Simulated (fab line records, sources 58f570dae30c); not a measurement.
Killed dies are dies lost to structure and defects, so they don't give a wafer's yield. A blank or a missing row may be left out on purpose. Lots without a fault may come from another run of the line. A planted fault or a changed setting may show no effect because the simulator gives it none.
A struck lot beside a sound one | flow berkeley_cmos170 | 17 steps out of a route of 331
Sound: wafers L716.2, L716.5, L716.6. Struck: wafers L718.1, L718.4, L718.5. The cause comes at the end.
At each step with rows: each side's tool, then ch and its chambers, then its first start. Under that, the readings that differ: sound wafers | struck wafers | difference of the means | sigmas: that difference in standard deviations of wafers without a fault.
alike: readings whose means differ by less than 2 such deviations, and words and numbers that are the same on both sides. not compared: withheld readings, readings that some wafer has no value for, bounds like >300 that may hide the same value, and numbers for which the record gives no deviation and whose values overlap.
The two part at a step that has a row with sigmas, a row that says differs or no value, or rows on one side only. Numbers that don't overlap but have no deviation are shown without sigmas and don't part them. A reading that every wafer of one side lacks parts them only if that side has two wafers or more.

first, 3 steps without rows for these wafers: UCB170_BACKSIDE_HMDS_00 (prime time 60 s); UCB170_BACKSIDE_COAT_01 (resist thk 900 nm); UCB170_BACKSIDE_SOFTBAKE_02 (time 60 s).
UCB170_BACKSIDE_STRIP_03: strips in O2.
  sound on plasma_asher-03 ch 0,1, day 9 08:10; struck on plasma_asher-04 ch 0,1, day 9 18:44
  reading               | sound             | struck            | difference | sigmas
  oes_product_au (a.u.) | 0.741 0.744 0.741 | 0.727 0.730 0.735 | -0.011     | -2
  alike: drypump_motor_current_A, strip_time_to_endpoint_s
  not compared: rf_hours_counter_h
then, 1 step without rows for these wafers: UCB170_BACKSIDE_CLEAN_04 (cleans in SPM, time 600 s).
UCB170_SDANNEAL_RTA_00: time 10 s.
  sound on rtp_anneal-01 ch 0, day 9 08:29; struck on rtp_anneal-02 ch 0, day 9 19:23
  reading            | sound             | struck            | difference | sigmas
  lamp_power_pct (%) | 24.06 24.01 23.99 | 23.79 23.78 23.81 | -0.23      | -2
  alike: wafer_temp_C_max
UCB170_SDANNEAL_RTA_01: time 5 s.
  sound on rtp_anneal-01 ch 0, day 9 08:32; struck on rtp_anneal-02 ch 0, day 9 19:32
  reading            | sound             | struck            | difference | sigmas
  lamp_power_pct (%) | 37.08 37.10 37.14 | 36.73 36.73 36.73 | -0.38      | -2
  alike: wafer_temp_C_max
UCB170_SDANNEAL_RS_MEAS_02: measures by four-point-probe.
  sound on film_metro-02, day 9 08:37; struck on film_metro-03, day 9 19:38
  alike: PSD_RS
UCB170_SDANNEAL_RS_MEAS_03: measures by four-point-probe.
  sound on film_metro-02, day 9 08:44; struck on film_metro-03, day 9 19:46
  alike: NSD_RS
UCB170_SDANNEAL_RS_MEAS_04: measures by four-point-probe.
  sound on film_metro-02, day 9 08:51; struck on film_metro-03, day 9 19:53
  alike: PLDD_RS
UCB170_SDANNEAL_RS_MEAS_05: measures by four-point-probe.
  sound on film_metro-02, day 9 08:58; struck on film_metro-03, day 9 20:00
  alike: NLDD_RS
then, 1 step without rows for these wafers: UCB170_SILICIDE_PRE_CLEAN_00 (preclean etch time 60 s).
UCB170_SILICIDE_SPUTTER_01: material Ti, target thk 30 nm, time 25 s.
  sound on pvd_sputter-01, day 9 09:08; struck on pvd_sputter-03, day 9 20:12
  no value came back on the struck wafers for cathode_dc_power_W (W), chamber_pressure_pa (Pa), throttle_valve_pct (%); on the sound wafers cathode_dc_power_W (W) reads 1500.0 1500.1 1500.2
UCB170_SILICIDE_RS_MEAS_02: measures by four-point-probe.
  sound on film_metro-01, day 9 09:11; struck on film_metro-04, day 9 20:14
  reading                 | sound             | struck | difference                    | sigmas
  SILICIDE_TI_RS (ohm/sq) | 26.07 26.05 26.40 | - - -  | no value on the struck wafers |
UCB170_SILICIDE_THK_MEAS_03: measures by xrf.
  sound on film_metro-01, day 9 09:18; struck on film_metro-04, day 9 20:21
  reading              | sound             | struck            | difference | sigmas
  SILICIDE_TI_THK (nm) | 30.30 30.30 29.99 | <0.00 <0.00 <0.00 | differs    |
UCB170_SILICIDE_RTA_04: time 15 s.
  sound on rtp_anneal-01 ch 0, day 9 09:22; struck on rtp_anneal-01 ch 0, day 9 20:25
  alike: lamp_power_pct, wafer_temp_C_max
UCB170_M3_PROBE_99:
  the record has rows for the struck wafers here (prober-02, day 10 16:39) and none for the sound ones

WHERE THEY PART
First at UCB170_BACKSIDE_STRIP_03; last, within this record, at UCB170_M3_PROBE_99.

WHY: what the simulator had put in
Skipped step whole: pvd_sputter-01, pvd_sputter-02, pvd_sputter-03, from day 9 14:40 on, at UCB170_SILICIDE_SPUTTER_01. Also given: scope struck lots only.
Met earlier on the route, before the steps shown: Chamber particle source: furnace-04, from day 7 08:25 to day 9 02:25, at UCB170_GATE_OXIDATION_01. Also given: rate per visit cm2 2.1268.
